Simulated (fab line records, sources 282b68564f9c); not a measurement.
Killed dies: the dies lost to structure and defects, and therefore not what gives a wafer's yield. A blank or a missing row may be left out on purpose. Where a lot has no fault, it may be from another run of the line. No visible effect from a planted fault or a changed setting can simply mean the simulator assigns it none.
Split-lot experiment / flow rit-cmos / 5 lots, 23 wafers read, on a route of 202 steps

== ABOUT THE SPLIT ==
At RIT_ACTIVE_CVD_03 (deposits Si3N4 from SiH2Cl2/NH3, target thk 150 nm, time 1500 s), the setting time-s was moved away from the recipe's 1500 s on 10 of the 23 wafers read, by -7.6% to +4.4%. This setting was run at the recipe's value on the other wafers.

The file shows no step between the split and the reading.

== THE READING ==
ACTIVE_NITRIDE_THK (nm), taken at RIT_ACTIVE_THK_MEAS_04. On this fab line, fault-free wafers typically give 149.3 nm with a standard deviation of 1.1 nm.

wafer=L078.1; tool, chamber at the split=lpcvd-01, 0; time-s as run, s=1500; against the recipe=recipe; ACTIVE_NITRIDE_THK, nm=150.9; against lot-mates on the recipe=-
wafer=L078.2; tool, chamber at the split=lpcvd-01, 0; time-s as run, s=1500; against the recipe=recipe; ACTIVE_NITRIDE_THK, nm=149.9; against lot-mates on the recipe=-
wafer=L078.5; tool, chamber at the split=lpcvd-01, 0; time-s as run, s=1500; against the recipe=recipe; ACTIVE_NITRIDE_THK, nm=150.3; against lot-mates on the recipe=-
wafer=L079.1; tool, chamber at the split=-, -; time-s as run, s=1386; against the recipe=-7.6%; ACTIVE_NITRIDE_THK, nm=135.6; against lot-mates on the recipe=no lot-mate on the recipe
wafer=L079.2; tool, chamber at the split=-, -; time-s as run, s=1386; against the recipe=-7.6%; ACTIVE_NITRIDE_THK, nm=136.6; against lot-mates on the recipe=no lot-mate on the recipe
wafer=L079.3; tool, chamber at the split=-, -; time-s as run, s=1386; against the recipe=-7.6%; ACTIVE_NITRIDE_THK, nm=137.6; against lot-mates on the recipe=no lot-mate on the recipe
wafer=L079.4; tool, chamber at the split=-, -; time-s as run, s=1386; against the recipe=-7.6%; ACTIVE_NITRIDE_THK, nm=136.5; against lot-mates on the recipe=no lot-mate on the recipe
wafer=L079.5; tool, chamber at the split=-, -; time-s as run, s=1386; against the recipe=-7.6%; ACTIVE_NITRIDE_THK, nm=136.5; against lot-mates on the recipe=no lot-mate on the recipe
wafer=L081.1; tool, chamber at the split=-, -; time-s as run, s=1500; against the recipe=recipe; ACTIVE_NITRIDE_THK, nm=148.1; against lot-mates on the recipe=-
wafer=L081.2; tool, chamber at the split=-, -; time-s as run, s=1500; against the recipe=recipe; ACTIVE_NITRIDE_THK, nm=149.4; against lot-mates on the recipe=-
wafer=L081.3; tool, chamber at the split=-, -; time-s as run, s=1500; against the recipe=recipe; ACTIVE_NITRIDE_THK, nm=149.1; against lot-mates on the recipe=-
wafer=L081.5; tool, chamber at the split=-, -; time-s as run, s=1500; against the recipe=recipe; ACTIVE_NITRIDE_THK, nm=148.3; against lot-mates on the recipe=-
wafer=L081.6; tool, chamber at the split=-, -; time-s as run, s=1500; against the recipe=recipe; ACTIVE_NITRIDE_THK, nm=148.1; against lot-mates on the recipe=-
wafer=L082.1; tool, chamber at the split=-, -; time-s as run, s=1566; against the recipe=+4.4%; ACTIVE_NITRIDE_THK, nm=155.0; against lot-mates on the recipe=no lot-mate on the recipe
wafer=L082.3; tool, chamber at the split=-, -; time-s as run, s=1566; against the recipe=+4.4%; ACTIVE_NITRIDE_THK, nm=155.9; against lot-mates on the recipe=no lot-mate on the recipe
wafer=L082.4; tool, chamber at the split=-, -; time-s as run, s=1566; against the recipe=+4.4%; ACTIVE_NITRIDE_THK, nm=155.2; against lot-mates on the recipe=no lot-mate on the recipe
wafer=L082.5; tool, chamber at the split=-, -; time-s as run, s=1566; against the recipe=+4.4%; ACTIVE_NITRIDE_THK, nm=154.2; against lot-mates on the recipe=no lot-mate on the recipe
wafer=L082.6; tool, chamber at the split=-, -; time-s as run, s=1566; against the recipe=+4.4%; ACTIVE_NITRIDE_THK, nm=155.3; against lot-mates on the recipe=no lot-mate on the recipe
wafer=L085.1; tool, chamber at the split=-, -; time-s as run, s=1500; against the recipe=recipe; ACTIVE_NITRIDE_THK, nm=149.0; against lot-mates on the recipe=-
wafer=L085.2; tool, chamber at the split=-, -; time-s as run, s=1500; against the recipe=recipe; ACTIVE_NITRIDE_THK, nm=148.4; against lot-mates on the recipe=-
wafer=L085.3; tool, chamber at the split=-, -; time-s as run, s=1500; against the recipe=recipe; ACTIVE_NITRIDE_THK, nm=148.5; against lot-mates on the recipe=-
wafer=L085.4; tool, chamber at the split=-, -; time-s as run, s=1500; against the recipe=recipe; ACTIVE_NITRIDE_THK, nm=149.8; against lot-mates on the recipe=-
wafer=L085.6; tool, chamber at the split=-, -; time-s as run, s=1500; against the recipe=recipe; ACTIVE_NITRIDE_THK, nm=147.8; against lot-mates on the recipe=-

FIT RESULTS
A straight line over all 23 wafers: ACTIVE_NITRIDE_THK changes by +1.56 nm for each +1% of time-s; r = +0.99; the points scatter about the line by 0.91 nm.
Too few moved wafers with a lot-mate on the recipe to fit a line net of each lot's own level.

== THE WHOLE CHAIN: every reading that the file lists as answering this split, in the file's order ==
step=RIT_ACTIVE_CVD_03; what it does=deposits Si3N4 from SiH2Cl2/NH3, target thk 150 nm, time 1500 s; reading=Si3N4_of_ACTIVE_CVD_03.thk-nm (the simulator's own value, which no gauge read); change (the file's fit)=+1.56 nm for each +1% of the setting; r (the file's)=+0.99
step=RIT_ACTIVE_THK_MEAS_04; what it does=; reading=ACTIVE_NITRIDE_THK; change (the file's fit)=+1.56 for each +1% of the setting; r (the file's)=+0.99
step=RIT_ACTIVE_ETCH_13; what it does=etches Si3N4 in SF6, stops on SiO2, time 210 s, target depth 210 nm; reading=etch.depth-nm (the simulator's own value, which no gauge read); change (the file's fit)=+1.59 nm for each +1% of the setting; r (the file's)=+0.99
step=RIT_ACTIVE_ETCH_13; what it does=etches Si3N4 in SF6, stops on SiO2, time 210 s, target depth 210 nm; reading=ACTIVE.feature-depth-nm (the simulator's own value, which no gauge read); change (the file's fit)=+1.49 nm for each +1% of the setting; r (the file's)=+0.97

== FILE'S OWN FIT ==
ACTIVE_NITRIDE_THK changes by +1.56 nm for each +1% of time-s, r = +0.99.
